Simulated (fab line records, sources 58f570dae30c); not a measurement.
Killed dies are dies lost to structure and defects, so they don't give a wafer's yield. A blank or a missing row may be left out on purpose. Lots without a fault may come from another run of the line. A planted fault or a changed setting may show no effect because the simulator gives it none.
One fault seen from 2 desks | flow berkeley_cmos170 | each desk has only its own numbers; what lay behind them comes last

THE METROLOGY DESK
What the gauges read, lot by lot, whatever tool the lot ran on: means of the sampled wafers that have a number. A lot is out of limits, marked OUT, if its mean lies more than 4 standard deviations from the usual mean; the brackets give that distance.
Columns: A = NSD_TW at UCB170_NSD_TW_MEAS_10, usual 4183; B = NSD_RS at UCB170_SDANNEAL_RS_MEAS_03, usual 37.28 ohm/sq
lot  | first seen here | A               | B
L338 | day 7 14:53     | 4152            | 37.22
L339 | day 7 15:11     | 4211            | 37.17
L340 | day 8 07:29     | 4155            | 37.18
L341 | day 8 07:42     | 4178            | 37.35
L342 | day 8 07:49     | 4186            | 37.31
L343 | day 8 17:31     | 4142            | 37.34
L344 | day 8 18:11     | 4156            | 37.34
L345 | day 9 02:47     | 4537 (+8.4) OUT | 34.22 (-28) OUT
L347 | day 9 07:46     | 4540 (+8.5) OUT | 34.05 (-29) OUT
L346 | day 9 08:20     | 4184            | 37.42
L350 | day 10 02:30    | 4254            | 37.13
L354 | day 10 17:23    | 4124            | 37.34
L358 | day 11 05:02    | 4219            | 37.46
L361 | day 12 04:34    | 4190            | 37.27
This desk's finding: out of limits on L345, L347; first on L345, day 9 02:47 (NSD_TW at UCB170_NSD_TW_MEAS_10). In limits: L338, L339, L340, L341, L342, L343, L344, L346, L350, L354, L358, L361.

THE TOOL OWNER'S DESK: implanter-01
The tool's own readings at UCB170_NSD_IMPLANT_08: means of the sampled wafers that have a number, for each lot that ran on this tool. A lot is out of limits, marked OUT, if its mean lies more than 4 standard deviations from the usual mean; the brackets give that distance.
Columns: A = beam_energy_keV at UCB170_NSD_IMPLANT_08, usual 40.001; B = beam_on_s at UCB170_NSD_IMPLANT_08, usual 9.98 s
lot  | first seen here | A                        | B
L342 | day 8 07:35     | 39.993                   | 9.81
L344 | day 8 17:58     | 40.013                   | 10.04
L345 | day 9 02:34     | 53.998 (+99 or more) OUT | 10.05
L347 | day 9 07:31     | 54.006 (+99 or more) OUT | 9.97
This desk's finding: out of limits on L345, L347; first on L345, day 9 02:34 (beam_energy_keV at UCB170_NSD_IMPLANT_08). In limits: L342, L344.

PUT TOGETHER
The tool owner's desk could have raised an alarm at day 9 02:34, on L345, L347.
The metrology desk could have raised an alarm at day 9 02:47, on L345, L347.
Of the lots named, all ran UCB170_NSD_IMPLANT_08 on implanter-01.

WHAT THE SIMULATOR HAD PUT IN
Process parameter drift: implanter-01, from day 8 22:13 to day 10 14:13, at UCB170_NSD_IMPLANT_08. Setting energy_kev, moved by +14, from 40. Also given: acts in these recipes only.
Lots struck among those shown: L345, L347.
Hours from the fault's start to each desk's first reading out of limits: the tool owner's desk, 4; the metrology desk, 5.
